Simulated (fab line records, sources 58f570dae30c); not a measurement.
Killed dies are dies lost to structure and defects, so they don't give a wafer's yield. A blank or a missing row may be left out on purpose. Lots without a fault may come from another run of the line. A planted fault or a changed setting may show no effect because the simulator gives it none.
Chamber matching | flow berkeley_cmos170 | UCB170_V2_CMP_02 on cmp-01: 4 sister chambers
The step polishes SiO2. 8 wafers are shown with their chamber, then 8 later ones without.

WAFERS WITH THEIR CHAMBER
wafer  | chamber | motor_current_A (A)
L319.5 | 0       | 19.8
L327.2 | 1       | 15.1
L327.4 | 2       | 16.0
L327.6 | 3       | 18.5
L330.1 | 0       | 18.4
L330.3 | 3       | 18.4
L330.4 | 1       | 14.3
L329.3 | 2       | 16.6

WAFERS WITHOUT THEIR CHAMBER
wafer  | motor_current_A (A)
L329.5 | 17.9
L329.6 | 19.5
L332.1 | 17.6
L332.2 | 18.8
L332.4 | 19.2
L334.2 | 19.1
L334.5 | 18.3
L334.6 | 16.3

WHICH CHAMBER EACH WENT THROUGH
wafer  | from the rows above          | in truth
L329.5 | can't be placed: 3 or 0 or 2 | 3
L329.6 | can't be placed: 0 or 3      | 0
L332.1 | can't be placed: 3 or 2 or 0 | 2
L332.2 | can't be placed: 0 or 3      | 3
L332.4 | can't be placed: 0 or 3      | 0
L334.2 | can't be placed: 0 or 3      | 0
L334.5 | can't be placed: 3 or 0      | 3
L334.6 | 2                            | 2
Placed correctly: 1 of 8. Can't be placed from these rows: 7 (the true chamber is among the candidates in 7). Placed wrongly: 0.
How it was worked out, from the rows above alone: a wafer's distance from a chamber is the root of the sum, over the readings, of the square of ((its reading less the chamber's mean) divided by the reading's scatter). The wafer belongs to the nearest chamber; if the next one is less than 2 further off, it can't be placed. A chamber's mean is the mean of its shown wafers. The scatter: the root of (the sum of the squares of (reading less its chamber's mean) over the shown wafers, divided by (wafers less chambers)).
